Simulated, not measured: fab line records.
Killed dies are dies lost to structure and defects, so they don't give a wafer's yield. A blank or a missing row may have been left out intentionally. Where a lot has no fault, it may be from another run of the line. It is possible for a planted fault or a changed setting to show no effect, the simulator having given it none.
Comparing a struck lot with a sound one :: flow berkeley cmos170 :: 15 out of 331 route steps
Sound: wafers L957.2, L957.4, L957.5. The struck wafers were L964.1, L964.4, L964.6. At the end, the cause is stated.
Per side, at each step with rows, come the tool, then ch with its chambers, and then its first start. Under that, the readings that differ: sound wafers :: struck wafers :: difference of the means :: sigmas: that difference in standard deviations of wafers without a fault.
alike: same words and numbers on both sides, and readings whose means sit less than 2 such deviations apart. not compared: any withheld reading, any reading some wafer has no value for, any bound like >300 that may hide the same value, and any number with overlapping values for which the record gives no deviation.
Wherever a step has rows on one side only, a row that says differs or no value, or a row with sigmas, the two part there. Non-overlapping numbers with no deviation appear without sigmas and do not part them. A reading that every wafer of one side lacks parts them only if that side has two wafers or more.

UCB170_NVT_TW_MEAS_09:
  struck on film metro-01, day 7 09:12; sound on film metro-04, day 6 04:25
  alike: NVT_TW
then, 7 steps without rows for these wafers: UCB170_NVT_CLEAN_10 (cleans in SPM, time 600 s); UCB170_PVT_HMDS_00 (prime time 60 s); UCB170_PVT_COAT_01 (resist thk 900 nm); UCB170_PVT_SOFTBAKE_02 (time 60 s); UCB170_PVT_EXPOSE_03 (exposes mask NWELL, target cd 3000 nm); UCB170_PVT_PEB_04; UCB170_PVT_DEVELOP_05 (develop time 45 s).
UCB170_PVT_OVL_MEAS_06:
  struck on overlay-02, day 7 11:32; sound on overlay-01, day 6 05:47
  alike: PVT_OVL
then, 1 step without rows for these wafers: UCB170_PVT_IMPLANT_07.
UCB170_PVT_STRIP_08: strips in O2.
  sound on plasma asher-04 ch 0,1, day 6 05:58; struck on plasma asher-03 ch 0, day 7 11:43
reading: drypump motor current A (A)
sound: 5.4 5.0 5.0
struck: 6.2 6.2 6.2
difference: +1.1
sigmas: +3
  alike: chamber pressure mTorr, oes product au, strip time to endpoint s
  not compared: rf hours counter h
UCB170_PVT_TW_MEAS_09:
  struck on film metro-04, day 7 11:49; sound on film metro-02, day 6 06:05
reading: PVT_TW
sound: 504 498 503
struck: 517 518 518
difference: +16
sigmas: +3
UCB170_GATE_WET_ETCH_00: etches SiO2 in dHF, time 200 s.
  sound on wet bench-01 ch 1, day 6 07:10; struck on wet bench-04 ch 1, day 7 11:52
  no value came back on the struck wafers for bath heat duty pct (%), run length s (s); on the sound wafers bath heat duty pct (%) reads 6.6 7.0 6.2
reading: model.SiO2_of_SCREENOX_OXIDATION_01.thk nm (nm)
sound: 0 0 0
struck: 14.37 14.45 14.75
difference: +14.52
sigmas: 
UCB170_FIELD_THK_MEAS_91:
  struck on film metro-02, day 7 11:56; sound on film metro-04, day 6 07:14
reading: FIELD_OXIDE_LEFT_2_THK (nm)
sound: 345 345 339
struck: 393 389 391
difference: +48
sigmas: +4
then, 1 step without rows for these wafers: UCB170_GATE_OXIDATION_01 (target thk 6.6 nm, ox time 1800 s).

## WHERE THEY PART
Last at UCB170_FIELD_THK_MEAS_91 as far as this record goes, first at UCB170_PVT_STRIP_08.

WHY: whatever the simulator had introduced
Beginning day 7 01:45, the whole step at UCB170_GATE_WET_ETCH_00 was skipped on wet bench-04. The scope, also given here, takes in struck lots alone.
